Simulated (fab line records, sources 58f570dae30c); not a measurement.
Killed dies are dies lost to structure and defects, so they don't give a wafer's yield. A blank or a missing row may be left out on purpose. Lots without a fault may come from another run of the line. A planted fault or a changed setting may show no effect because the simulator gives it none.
fab line records | flow berkeley_cmos170
record lots=12 wafers=36 last_day=12
route steps=331 shown NVT@110 PVT@121 GATE@139 PLDD@154
lots that met no fault: from a run of the same line without faults
start_h: hours from the record's first day to the start of the lot's first wafer shown | wait_h: hours since the lot's step before | " the same as in the row above | L1.1+2: a row that stands for several wafers | - no value, or no start given | * or withheld: withheld | < > ~ a bound
route shown NAME@n: a module of which the file shows steps, and the number in the route of the first | usual: mean/standard deviation of fault-free wafers | same: alike in all rows | chamber/n: place in a boat | sites: the reading at each site | _std_site: their standard deviation | _edge_site: outer sites' mean less inner sites' | radius_mm: how far each site lies from the wafer's centre | mask NAME#n: copy n | behind: the tool/chamber that last shaped the wafer | hold: why the lot was held/for how many hours/how that ended | device: the transistor (n, p or np) that didn't switch | end of line: the same wafers' tests at the end of the route | a step without rows: its recipe alone | killed: dies lost to structure and defects at the first sort, not the wafer's yield | map: a wafer's dies, x killed, . not, _ none there
set.NAME: the setting as run; set.NAME@STEP: as run at that earlier step | model.NAME: the simulator's own value behind a step, which no gauge read
steps of the route over a sample of lots; a table a step, a row a wafer
services: from which hour (start_h, from the record's first day; less than 0 if before it) a tool's chamber was out of use, for how many hours, and why
## steps
# step UCB170_NVT_OVL_MEAS_06
# usual NVT_OVL=0/4.8
# columns lot.wafer tool chamber start_h wait_h NVT_OVL[nm]
L303.1 overlay-01 - 120.64 - -9
L303.2 " - " " 1
L303.3 " - " " -6
L302.1 overlay-02 - 120.89 - -1
L302.2 " - " " -4
L302.4 " - " " 3
L304.2 overlay-02 - 126.61 - -2
L304.5 " - " " -3
L304.6 " - " " -8
L306.1 overlay-01 - 126.74 - 5
L306.3 " - " " 6
L306.5 " - " " 4
L305.1 overlay-01 - 126.96 - 6
L305.2 " - " " 8
L305.4 " - " " 10
L307.3 overlay-02 - 133.79 - 6
L307.4 " - " " -4
L307.6 " - " " 1
L308.1 overlay-01 - 134.02 - -9
L308.4 " - " " -4
L308.5 " - " " 4
L309.2 overlay-02 - 146.05 - 0
L309.3 " - " " 2
L309.6 " - " " -4
L318.2 overlay-01 - 193.10 - -5
L318.4 " - " " -4
L318.5 " - " " -5
L321.2 overlay-01 - 208.96 - -10
L321.4 " - " " 2
L321.5 " - " " -6
L322.3 overlay-01 - 224.91 - 0
L322.4 " - " " -5
L322.5 " - " " 1
L324.2 overlay-02 - 225.02 - -1
L324.3 " - " " 3
L324.4 " - " " 7
# step UCB170_PVT_OVL_MEAS_06
# usual PVT_OVL=-2/5.8
# columns lot.wafer tool chamber start_h wait_h PVT_OVL[nm]
L303.1 overlay-01 - 122.14 - 3
L303.2 " - " " 2
L303.3 " - " " -2
L302.1 overlay-01 - 122.59 - 1
L302.2 " - " " -5
L302.4 " - " " -2
L304.2 overlay-02 - 128.30 - -12
L304.5 " - " " 1
L304.6 " - " " -1
L306.1 overlay-01 - 128.57 - -11
L306.3 " - " " -5
L306.5 " - " " -6
L305.1 overlay-01 - 128.80 - -5
L305.2 " - " " -1
L305.4 " - " " -3
L307.3 overlay-01 - 135.28 - -7
L307.4 " - " " -8
L307.6 " - " " -10
L308.1 overlay-01 - 135.51 - 2
L308.4 " - " " 4
L308.5 " - " " 8
L309.2 overlay-01 - 148.76 - 0
L309.3 " - " " 8
L309.6 " - " " 3
L318.2 overlay-01 - 197.40 - -8
L318.4 " - " " -6
L318.5 " - " " -9
L321.2 overlay-01 - 210.54 - 0
L321.4 " - " " 4
L321.5 " - " " -1
L324.2 overlay-01 - 227.46 - 3
L324.3 " - " " 2
L324.4 " - " " 7
L322.3 overlay-01 - 227.72 - -1
L322.4 " - " " -4
L322.5 " - " " -11
# step UCB170_GATE_OVL_MEAS_13
# usual GATE_OVL=0/6.9
# columns lot.wafer tool chamber start_h wait_h GATE_OVL[nm]
L303.1 overlay-02 - 135.32 0.1 -13
L303.2 " - " " -10
L303.3 " - " " -10
L302.1 overlay-02 - 135.60 0.1 -2
L302.2 " - " " -3
L302.4 " - " " 4
L306.1 overlay-02 - 141.45 0.1 -4
L306.3 " - " " 2
L306.5 " - " " -3
L304.2 overlay-01 - 141.73 0.1 6
L304.5 " - " " -4
L304.6 " - " " -1
L305.1 overlay-01 - 142.00 0.1 2
L305.2 " - " " -1
L305.4 " - " " 2
L308.1 overlay-01 - 145.47 0.1 1
L308.4 " - " " -4
L308.5 " - " " 3
L307.3 overlay-01 - 145.75 0.1 -9
L307.4 " - " " 4
L307.6 " - " " 0
L309.2 overlay-02 - 161.59 0.1 10
L309.3 " - " " 2
L309.6 " - " " 4
L318.2 overlay-02 - 209.93 0.1 4
L318.4 " - " " 8
L318.5 " - " " -9
L321.2 overlay-02 - 224.57 0.1 0
L321.4 " - " " 4
L321.5 " - " " 1
L324.2 overlay-02 - 240.80 0.1 0
L324.3 " - " " -2
L324.4 " - " " 7
L322.3 overlay-01 - 240.86 0.1 6
L322.4 " - " " 0
L322.5 " - " " 7
# step UCB170_PLDD_IMPLANT_09
# recipe species=BF2 dose_cm2=5e+13 energy_kev=10 tilt_deg=7 rotation_deg=180
# usual dose_ions_cm2=5e+13/5.3e+10 faraday_current_uA=159/3.1
# columns lot.wafer tool chamber start_h wait_h dose_ions_cm2 faraday_current_uA
L303.1 implanter-04 0 137.27 0.1 4.997e+13 156
L303.2 " 0 " " 5.001e+13 157
L303.3 " 0 " " 5.003e+13 159
L302.1 implanter-01 0 137.55 0.1 5.006e+13 159
L302.2 " 0 " " 5.005e+13 162
L302.4 " 0 " " 5.006e+13 159
L306.1 implanter-01 0 144.54 0.1 4.999e+13 159
L306.3 " 0 " " 5.008e+13 155
L306.5 " 0 " " 5.004e+13 160
L304.2 implanter-02 0 144.58 0.1 5.007e+13 156
L304.5 " 0 " " 5.005e+13 158
L304.6 " 0 " " 5.005e+13 159
L305.1 implanter-01 0 144.84 0.1 5.007e+13 159
L305.2 " 0 " " 5.001e+13 165
L305.4 " 0 " " 4.994e+13 156
L308.1 implanter-02 0 147.47 0.1 5.001e+13 162
L308.4 " 0 " " 5.003e+13 160
L308.5 " 0 " " 4.993e+13 158
L307.3 implanter-01 0 147.72 0.1 4.994e+13 161
L307.4 " 0 " " 5.009e+13 161
L307.6 " 0 " " 5.004e+13 157
L309.2 implanter-04 0 163.81 0.1 5.004e+13 161
L309.3 " 0 " " 4.999e+13 157
L309.6 " 0 " " 4.997e+13 169
L318.2 implanter-01 0 211.88 0.1 4.647e+13 153
L318.4 " 0 " " 4.642e+13 149
L318.5 " 0 " " 4.646e+13 149
L321.2 implanter-01 0 226.56 0.1 4.648e+13 146
L321.4 " 0 " " 4.643e+13 151
L321.5 " 0 " " 4.65e+13 144
L324.2 implanter-02 0 244.33 0.1 5e+13 160
L324.3 " 0 " " 5.003e+13 155
L324.4 " 0 " " 5.004e+13 155
L322.3 implanter-04 0 244.47 0.1 5.004e+13 156
L322.4 " 0 " " 5.005e+13 158
L322.5 " 0 " " 4.999e+13 156
# step UCB170_SDANNEAL_RS_MEAS_04
# recipe thk_meas_gauge=four-point-probe
# usual PLDD_RS=1032.4/2.5
# columns lot.wafer tool chamber start_h wait_h PLDD_RS[ohm/sq]
L303.1 film_metro-01 - 150.13 0.1 1035.0
L303.2 " - " " 1032.7
L303.3 " - " " 1033.6
L302.1 film_metro-03 - 150.33 0.1 1032.2
L302.2 " - " " 1031.7
L302.4 " - " " 1034.7
L306.1 film_metro-01 - 157.14 0.1 1029.1
L306.3 " - " " 1031.9
L306.5 " - " " 1026.8
L304.2 film_metro-03 - 157.16 0.1 1037.2
L304.5 " - " " 1033.5
L304.6 " - " " 1033.6
L305.1 film_metro-02 - 157.45 0.1 1027.9
L305.2 " - " " 1023.2
L305.4 " - " " 1027.6
L308.1 film_metro-01 - 159.30 0.1 1031.7
L308.4 " - " " 1032.2
L308.5 " - " " 1027.9
L307.3 film_metro-02 - 159.55 0.1 1030.8
L307.4 " - " " 1030.5
L307.6 " - " " 1033.1
L309.2 film_metro-03 - 177.21 0.1 1032.6
L309.3 " - " " 1034.4
L309.6 " - " " 1036.3
L318.2 film_metro-01 - 225.42 0.1 1064.5
L318.4 " - " " 1065.4
L318.5 " - " " 1065.4
L321.2 film_metro-02 - 242.19 0.1 1062.1
L321.4 " - " " 1061.6
L321.5 " - " " 1063.6
L322.3 film_metro-01 - 255.44 0.1 1036.8
L322.4 " - " " 1033.8
L322.5 " - " " 1039.0
L324.2 film_metro-03 - 255.63 0.1 1030.8
L324.3 " - " " 1031.2
L324.4 " - " " 1033.8
## services
# columns tool chamber start_h hours kind
implanter-04 - 143.81 3.7 pm
implanter-01 - 159.16 1.8 repair
implanter-01 - 237.15 1.4 repair
## key
first_sign step=UCB170_PLDD_IMPLANT_09 reading=dose_ions_cm2 direction=down sigmas=66 usual=5e+13 struck=4.646e+13
effect step=UCB170_PLDD_IMPLANT_09 reading=faraday_current_uA direction=down sigmas=3.3 usual=159 struck=149
effect step=UCB170_SDANNEAL_RS_MEAS_04 reading=PLDD_RS direction=up sigmas=12 usual=1032.4 struck=1063.7
met_at UCB170_PLDD_IMPLANT_09
struck_lots L318,L321
tester_left_out L318,L321
not_acting_at UCB170_NVT_OVL_MEAS_06,UCB170_PVT_OVL_MEAS_06,UCB170_GATE_OVL_MEAS_13
onset_between 147.72 211.88
fault kind=process_parameter_drift tool=implanter-01 chamber=- onset_h=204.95 steps=UCB170_PLDD_IMPLANT_09 channel=dose_cm2 offset=-3.5105e+12 shape=step end_h=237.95 acts_in=these_recipes_only stated=5e+13
# tester_left_out: of these lots the tester's yield and bins aren't shown, on N5 and GAA mostly nor the transistor test; their killed dies are dies lost to structure and defects alone, not to doping, threshold or leakage, so they don't give the yield
